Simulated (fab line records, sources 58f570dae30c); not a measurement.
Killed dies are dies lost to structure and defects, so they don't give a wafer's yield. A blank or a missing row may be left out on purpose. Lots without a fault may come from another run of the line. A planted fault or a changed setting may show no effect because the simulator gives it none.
Problem report in the 8D (eight disciplines) form, filled by code | flow berkeley_cmos170 | the parts of the form that need people (team, actions taken, sign-off) are left out

1. THE PROBLEM
M1_AL_RS at UCB170_M1_RS_MEAS_01 reads a mean of 0.0680 ohm/sq on 6 wafers of 2 lots; wafers without a fault read 0.0485 ohm/sq with a standard deviation of 0.00055. That is +35 standard deviations from the usual mean.
The step: measures by four-point-probe.
First seen on wafer L110.2, day 10 06:28, on film_metro-03. The record holds 42 wafers of 14 lots with a number at this step. Rule for "out", or "out of limits": more than 4 standard deviations from the usual mean. The other wafers with a number count as sound.

2. WHAT IT IS AND WHAT IT IS NOT
question                    | is                           | is not
which readings at this step | M1_AL_RS                     | -
which lots                  | L110, L114                   | L100, L102, L104, L105, L106, L108, L109, L111, L118, L119, L996, L998
which wafers of those lots  | all that have a number       | -
read on which gauges        | film_metro-02, film_metro-03 | film_metro-01
when                        | from day 10 06:28            | up to then (30 sound wafers); but 6 sound wafers of L118, L119 came after

3. SUSPECTS, AND WHAT RULES EACH OUT
Counting: a tool at a process step up to the reading stays a suspect if it ran every lot that is out and no sound lot after the first of them.
- the gauge at UCB170_M1_RS_MEAS_01: ruled out. The wafers that are out were read on 2 gauges (film_metro-02, film_metro-03).
- rtp_anneal-01 at UCB170_SDANNEAL_RTA_01 (time 5 s): ruled out as a lasting fault. Sound lots L118 ran on it after its first lot that is out, L110 (day 9 22:14).
- pvd_sputter-03 at UCB170_M1_SPUTTER_00 (material Al, target thk 600 nm, time 80 s): kept. It ran every lot that is out, first L110 (day 10 06:23), and no sound lot after that; its last sound lot up to then is L108 (day 9 15:56).
Left after counting: pvd_sputter-03 at UCB170_M1_SPUTTER_00.

4. THE CAUSE (what the simulator had put in)
Process parameter drift: pvd_sputter-03, from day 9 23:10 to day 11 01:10, at UCB170_M1_SPUTTER_00. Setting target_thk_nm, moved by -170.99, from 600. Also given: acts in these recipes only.
Counting left only this tool.

5. THE CHAIN OF EFFECTS, in route order
Each row: a reading whose mean over the struck wafers that have a number lies more than 3 standard deviations from the usual. Only readings for which the record gives a usual standard deviation are gone through. hours: the time from each lot's start at the first step in this table that gives one to its start at this step, as a median over the lots. sigmas: the change in usual standard deviations.
hours | step                    | reading        | usual         | on struck wafers | change  | sigmas
0     | UCB170_M1_RS_MEAS_01    | M1_AL_RS       | 0.0485 ohm/sq | 0.0680           | +0.0195 | +35
0     | UCB170_M1_THK_MEAS_02   | M1_AL_THK      | 607 nm        | 433              | -174    | -25
2     | UCB170_M1_METAL_ETCH_12 | oes_product_au | 0.853 a.u.    | 0.704            | -0.149  | -12
The process steps in it:
- UCB170_M1_METAL_ETCH_12: etches Al in Cl2/BCl3, stops on PSG, target depth 780 nm, time 130 s.
Later measuring or inspecting steps at which every struck wafer that the step has a row for has a number for every such reading, and none has moved that far: UCB170_V2_CD_MEAS_12.

6. WHAT WOULD HAVE CAUGHT IT SOONER
In this record the first reading out of limits at a measuring or inspecting step was taken at day 10 06:28, 7 hours after the fault began at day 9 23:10.
Of the tool readings at UCB170_M1_SPUTTER_00 for which the record gives a usual standard deviation, none was out on any struck wafer, so an alarm limit of 4 standard deviations on them would not have fired.
Of the lots that are out (2), L114 began UCB170_M1_SPUTTER_00 on pvd_sputter-03 after day 10 06:28. A hold on the tool at that time would have spared it.
